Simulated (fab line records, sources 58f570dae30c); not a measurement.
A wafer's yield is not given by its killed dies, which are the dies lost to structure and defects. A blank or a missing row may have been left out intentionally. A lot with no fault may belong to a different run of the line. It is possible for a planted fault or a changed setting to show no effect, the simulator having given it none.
What tool caused it?	flow berkeley cmos170	7 lots with 21 wafers sampled at 4 steps, on a route of 331 steps

## WHAT THE GAUGES READ, wafer by wafer
UCB170_M3_BOW_MEAS_20.
lot	measured	on	M3_BOW (um)
L760	day 10 20:25	film metro-01	33 44 23
L761	day 11 13:49	film metro-03	33 29 24
L770	day 13 12:34	film metro-03	40 37 31
L771	day 13 14:35	film metro-01	41 47 39
L774	day 14 17:34	film metro-03	35 42 39
L775	day 15 08:14	film metro-02	31 36 42
L778	day 15 09:00	film metro-03	51 47 40

## WHAT TOOL EACH LOT RAN ON (gives the tool, then ch and the chambers of the sampled wafers, and finally the start)
lot	UCB170_SDANNEAL_RTA_00	UCB170_CONTACT_STRIP_06	UCB170_M2_METAL_ETCH_18
L760	rtp anneal-02 ch 0, day 9 19:56	plasma asher-04 ch 0,1, day 9 23:27	rie metal-01 ch 0,1, day 10 13:10
L761	rtp anneal-01 ch 0, day 10 12:02	plasma asher-04 ch 0,1, day 10 16:45	rie metal-04 ch 0,1, day 11 05:28
L770	rtp anneal-02 ch 0, day 12 13:30	plasma asher-04 ch 0,1, day 12 17:01	rie metal-01 ch 0,1, day 13 06:48
L771	rtp anneal-01 ch 0, day 12 14:10	plasma asher-03 ch 0,1, day 12 18:47	rie metal-01 ch 0,1, day 13 08:37
L774	rtp anneal-01 ch 0, day 13 14:58	plasma asher-04 ch 1, day 13 19:50	rie metal-02 ch 0,1, day 14 10:31
L775	rtp anneal-01 ch 0, day 14 05:31	plasma asher-04 ch 0,1, day 14 08:59	rie metal-02 ch 1, day 14 23:05
L778	rtp anneal-01 ch 0, day 14 05:39	plasma asher-03 ch 0,1, day 14 10:47	rie metal-01 ch 0,1, day 15 01:19
- UCB170_SDANNEAL_RTA_00: time 10 s.
- UCB170_CONTACT_STRIP_06: strips in O2.
- UCB170_M2_METAL_ETCH_18: etches Al in Cl2/BCl3, stops on SiO2, target depth 1170 nm, time 195 s.

## THE ANSWER, worked out from the rows above alone
Rule: usual is defined by the lots themselves. Put in order of their means at a reading, lots are off if they are a third of the lots or fewer, leave a main group of 4 or more, and stand apart from it by a gap of 3 or more times the standard deviation of the main group's means; of several such gaps the widest counts. The tables above print the reading to a certain number of digits; a main group whose means all agree to those digits is not used. Also off: a lot with no number at a reading for which 4 or more lots have one. All remaining lots with rows at the step are treated as sound.
No lot is off on any of the readings shown, so nothing can be concluded from this.

## WHAT HAD BEEN PUT IN BY THE SIMULATOR
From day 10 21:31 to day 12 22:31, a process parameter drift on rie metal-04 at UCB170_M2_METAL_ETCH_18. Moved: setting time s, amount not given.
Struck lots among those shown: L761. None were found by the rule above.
